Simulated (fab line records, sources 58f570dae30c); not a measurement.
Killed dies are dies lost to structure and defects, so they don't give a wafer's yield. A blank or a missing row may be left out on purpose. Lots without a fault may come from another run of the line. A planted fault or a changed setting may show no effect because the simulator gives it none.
Which tool did it? | flow berkeley_cmos170 | 7 lots, 21 wafers sampled, at 1 step of a route of 331

WHAT THE GAUGES READ, wafer by wafer
UCB170_START_THK_MEAS_03.
lot  | measured    | on            | START_OXIDE_THK (nm)
L295 | day 1 22:55 | film_metro-04 | 21.7 22.0 21.9
L300 | day 2 17:40 | film_metro-01 | 21.8 21.6 21.6
L302 | day 3 03:52 | film_metro-01 | 21.9 21.9 22.1
L308 | day 4 12:22 | film_metro-01 | 22.1 21.9 22.0
L309 | day 4 20:32 | film_metro-04 | 22.8 22.6 22.7
L313 | day 5 16:18 | film_metro-04 | 22.0 22.0 22.1
L317 | day 6 10:01 | film_metro-01 | 21.7 21.5 21.8

WHICH TOOL RAN EACH LOT (tool, then ch and the chambers of the sampled wafers, then the start)
The record holds no process step before these readings.

THE ANSWER, worked out from the rows above alone
Rule: what is usual is taken from the lots themselves. Put in order of their means at a reading, lots are off if they are a third of the lots or fewer, leave a main group of 4 or more, and stand apart from it by a gap of 3 or more times the standard deviation of the main group's means; of several such gaps the widest counts. A main group whose means are all the same, to the digits that the tables above print for the reading, isn't used. A lot without any number at a reading at which 4 lots or more have one is off too. The other lots that the step has rows for count as sound.
Off: L309, at UCB170_START_THK_MEAS_03 (START_OXIDE_THK). The main group: mean 21.9 nm, standard deviation 0.15.
A tool fits if, at a process step before that reading, it ran every lot that is off, and no sound lot after the first of them. The gauges at UCB170_START_THK_MEAS_03 are tried like those tools. None of those tried fits.

WHAT THE SIMULATOR HAD PUT IN
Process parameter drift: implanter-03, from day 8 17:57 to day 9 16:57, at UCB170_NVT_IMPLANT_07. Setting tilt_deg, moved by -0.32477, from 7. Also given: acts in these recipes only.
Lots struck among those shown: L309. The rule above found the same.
